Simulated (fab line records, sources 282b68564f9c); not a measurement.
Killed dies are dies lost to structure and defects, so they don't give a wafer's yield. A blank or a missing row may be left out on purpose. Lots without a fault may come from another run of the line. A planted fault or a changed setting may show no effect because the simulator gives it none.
A struck lot beside a sound one | flow rit_cmos | 18 steps out of a route of 202
Sound: wafers L765.2, L765.3, L765.6. Struck: wafers L768.1, L768.2, L768.4. The cause comes at the end.
At each step with rows: each side's tool, then ch and its chambers, then its first start. Under that, the readings that differ: sound wafers | struck wafers | difference of the means | sigmas: that difference in standard deviations of wafers without a fault.
alike: readings whose means differ by less than 2 such deviations, and words and numbers that are the same on both sides. not compared: withheld readings, readings that some wafer has no value for, bounds like >300 that may hide the same value, and numbers for which the record gives no deviation and whose values overlap.
The two part at a step that has a row with sigmas, a row that says differs or no value, or rows on one side only. Numbers that don't overlap but have no deviation are shown without sigmas and don't part them. A reading that every wafer of one side lacks parts them only if that side has two wafers or more.

RIT_ACTIVE_BOW_MEAS_00:
  sound on film_metro-02, day 2 01:01; struck on film_metro-03, day 2 16:00
  alike: INCOMING_BOW
then, 1 step without rows for these wafers: RIT_ACTIVE_OXIDATION_01 (target thk 46.8 nm, ox time 3360 s).
RIT_ACTIVE_THK_MEAS_02:
  sound on film_metro-04, day 2 05:10; struck on film_metro-03, day 2 18:03
  alike: ACTIVE_OXIDE_THK
RIT_ACTIVE_CVD_03: deposits Si3N4 from SiH2Cl2/NH3, target thk 150 nm, time 1500 s.
  sound on lpcvd-02 ch 0, day 2 05:13; struck on lpcvd-02 ch 1, day 2 18:27
  reading                                  | sound             | struck            | difference | sigmas
  model.Si3N4_of_ACTIVE_CVD_03.thk_nm (nm) | 150.4 150.9 151.8 | 205.4 203.7 203.7 | +53.2      |
RIT_ACTIVE_THK_MEAS_04:
  sound on film_metro-02, day 2 07:20; struck on film_metro-02, day 2 20:49
  reading                 | sound             | struck            | difference | sigmas
  ACTIVE_NITRIDE_THK (nm) | 150.4 150.9 151.9 | 205.2 203.7 204.0 | +53.2      | +38
  not compared: hold
then, 5 steps without rows for these wafers: RIT_ACTIVE_COAT_06 (resist thk 1000 nm); RIT_ACTIVE_SOFTBAKE_07 (time 57.02 s); RIT_ACTIVE_EXPOSE_08 (exposes mask M1, target cd 1400 nm); RIT_ACTIVE_PEB_09; RIT_ACTIVE_DEVELOP_10 (develop time 50 s).
RIT_ACTIVE_CD_MEAS_11: target cd 1400 nm.
  sound on cd_sem-01, day 2 08:22; struck on cd_sem-02, day 3 02:38
  alike: cd_nm
then, 1 step without rows for these wafers: RIT_ACTIVE_HARDBAKE_12 (time 60 s).
RIT_ACTIVE_ETCH_13: etches Si3N4 in SF6, stops on SiO2, time 210 s, target depth 210 nm.
  sound on rie_diel-01 ch 0,1,3, day 2 08:40; struck on rie_diel-02 ch 0,3, day 3 02:54
  reading                            | sound             | struck            | difference | sigmas
  oes_product_au (a.u.)              | 0.819 0.819 0.829 | 0.988 0.974 0.981 | +0.159     | +13
  model.ACTIVE.feature_depth_nm (nm) | 150.4 151.3 152.5 | 204.4 203.8 203.9 | +52.6      |
  model.etch.depth_nm (nm)           | 150.4 150.9 151.8 | 204.4 203.7 203.7 | +52.9      |
  alike: drypump_motor_current_A, rf_fwd_power_W, throttle_valve_pct
  not compared: rf_hours_counter_h
RIT_ACTIVE_STRIP_14: strips in O2, time 180 s.
  sound on plasma_asher-03 ch 0,1, day 2 08:48; struck on plasma_asher-02 ch 0,1, day 3 03:02
  alike: drypump_motor_current_A
  not compared: rf_hours_counter_h
RIT_ACTIVE_CD_MEAS_90: target cd 1400 nm.
  sound on cd_sem-01, day 2 08:59; struck on cd_sem-01, day 3 03:13
  alike: cd_nm
then, 1 step without rows for these wafers: RIT_ACTIVE_CLEAN_15 (cleans in SC1, time 600 s).
RIT_ACTIVE_CLEAN_16: cleans in dHF, time 30 s.
  sound on wet_bench-03 ch 2, day 2 09:16; struck on wet_bench-02 ch 0, day 3 03:31
  reading                                  | sound           | struck            | difference | sigmas
  model.Si3N4_of_ACTIVE_CVD_03.thk_nm (nm) | 149.6 150.1 151 | 204.5 202.8 202.9 | +53.2      |
then, 1 step without rows for these wafers: RIT_ACTIVE_CLEAN_17 (cleans in SC2, time 600 s).

WHERE THEY PART
First at RIT_ACTIVE_THK_MEAS_04; last, within this record, at RIT_ACTIVE_ETCH_13. Later steps at which nothing parts them and some readings are alike: RIT_ACTIVE_STRIP_14, RIT_ACTIVE_CD_MEAS_90.

WHY: what the simulator had put in
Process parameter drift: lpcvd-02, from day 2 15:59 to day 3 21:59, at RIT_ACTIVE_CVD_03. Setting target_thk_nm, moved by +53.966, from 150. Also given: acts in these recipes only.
